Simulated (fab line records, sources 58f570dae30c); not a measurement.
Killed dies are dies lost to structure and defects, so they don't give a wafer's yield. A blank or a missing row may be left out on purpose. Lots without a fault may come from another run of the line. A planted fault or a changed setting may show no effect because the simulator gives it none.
Shared-tool check | flow berkeleyCmos170 | 14 lots and 42 wafers in the sample

== WHY THIS WAS OPENED ==
On 2 of the 14 lots, a flag is raised at UCB170_M1_CD_MEAS_09 on the reading cdNm. No-fault wafers: 700.1 nm, standard deviation 1.3.
Rule: a lot gets a flag if all its wafers with a number sit over 4 standard deviations from that mean, or if no wafer of it has a number. The rest of the lots are taken to be sound.

lot  | measured     | on       | cdNm (nm), wafer by wafer | flag
L906 | day 7 22:02  | cdSem-02 | 698.4 698.6 698.6         | 
L907 | day 7 22:31  | cdSem-02 | 698.6 698.9 699.5         | 
L908 | day 7 23:55  | cdSem-02 | 700.0 700.9 701.5         | 
L909 | day 8 00:15  | cdSem-02 | 701.1 702.4 700.2         | 
L910 | day 8 20:19  | cdSem-02 | 702.2 702.2 702.7         | 
L912 | day 9 03:23  | cdSem-02 | 701.4 698.7 699.6         | 
L913 | day 9 05:20  | cdSem-01 | 701.8 701.7 702.1         | 
L916 | day 10 04:47 | cdSem-01 | 698.0 700.1 699.9         | 
L918 | day 10 04:53 | cdSem-02 | 724.5 725.8 725.3         | FLAGGED
L920 | day 10 17:01 | cdSem-01 | 719.2 719.0 721.4         | FLAGGED
L924 | day 11 15:32 | cdSem-02 | 701.9 699.9 699.0         | 
L927 | day 11 15:50 | cdSem-01 | 699.1 699.3 700.6         | 
L926 | day 11 16:00 | cdSem-02 | 699.7 703.9 703.5         | 
L925 | day 11 16:04 | cdSem-02 | 698.7 698.6 700.8         | 
The numbers of the flagged lots are 722.5 nm on average: +22.4 nm against the usual, or +17 standard deviations.

== WHICH TOOL EACH LOT WENT THROUGH ==
The record keeps 1 process step preceding the reading, out of 331 steps on the route. In each cell: the tool, then ch and the chambers that the sampled wafers went through, then the start.
lot  | flag    | UCB170_M1_PEB_07
L906 |         | lithoTrack-03 ch 0, day 7 21:46
L907 |         | lithoTrack-03 ch 0, day 7 22:08
L908 |         | lithoTrack-04 ch 0, day 7 23:38
L909 |         | lithoTrack-04 ch 0, day 7 23:59
L910 |         | lithoTrack-04 ch 0, day 8 20:02
L912 |         | lithoTrack-01 ch 0, day 9 03:07
L913 |         | lithoTrack-03 ch 0, day 9 05:04
L916 |         | lithoTrack-01 ch 0, day 10 04:31
L918 | FLAGGED | lithoTrack-03 ch 0, day 10 04:37
L920 | FLAGGED | lithoTrack-03 ch 0, day 10 16:00
L924 |         | lithoTrack-04 ch 0, day 11 15:16
L927 |         | lithoTrack-04 ch 0, day 11 15:34
L926 |         | lithoTrack-01 ch 0, day 11 15:44
L925 |         | lithoTrack-04 ch 0, day 11 15:47
These steps, and what they do:
- UCB170_M1_PEB_07
- UCB170_M1_CD_MEAS_09: target cd 700 nm.

== FLAGGED AGAINST TOTAL, ONE TOOL AT A TIME (gauges that did the reading follow at the end) ==
step                 | tool          | lots run | flagged | share of the flagged lots | sound lots run after its first flagged lot
UCB170_M1_PEB_07     | lithoTrack-01 | 3        | 0       | none                      | -
UCB170_M1_PEB_07     | lithoTrack-03 | 5        | 2       | all                       | 0
UCB170_M1_PEB_07     | lithoTrack-04 | 6        | 0       | none                      | -
UCB170_M1_CD_MEAS_09 | cdSem-01      | 4        | 1       | some                      | 1 (L927)
UCB170_M1_CD_MEAS_09 | cdSem-02      | 10       | 1       | some                      | 3 (L924,L926,L925)

== THE TABLE: WHAT IT ALLOWS ==
In the table, 1 row covers all flagged lots: lithoTrack-03 at UCB170_M1_PEB_07.
- lithoTrack-03 at UCB170_M1_PEB_07: 2 of its 5 lots flagged. Its last sound lot is L913 (day 9 05:04), its first flagged lot L918 (day 10 04:37): a fault that began between those two fits. Its own readings lie more than 4 standard deviations out on every wafer of the flagged lots: heaterPowerTotalW, plateTempC.
lithoTrack-03 at UCB170_M1_PEB_07 is the single tool remaining.

== WHAT THE SIMULATOR PUT IN ==
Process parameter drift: lithoTrack-03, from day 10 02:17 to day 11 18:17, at UCB170_M1_PEB_07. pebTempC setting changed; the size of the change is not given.
Struck lots among those shown: L918, L920. The rule above reached the same finding.
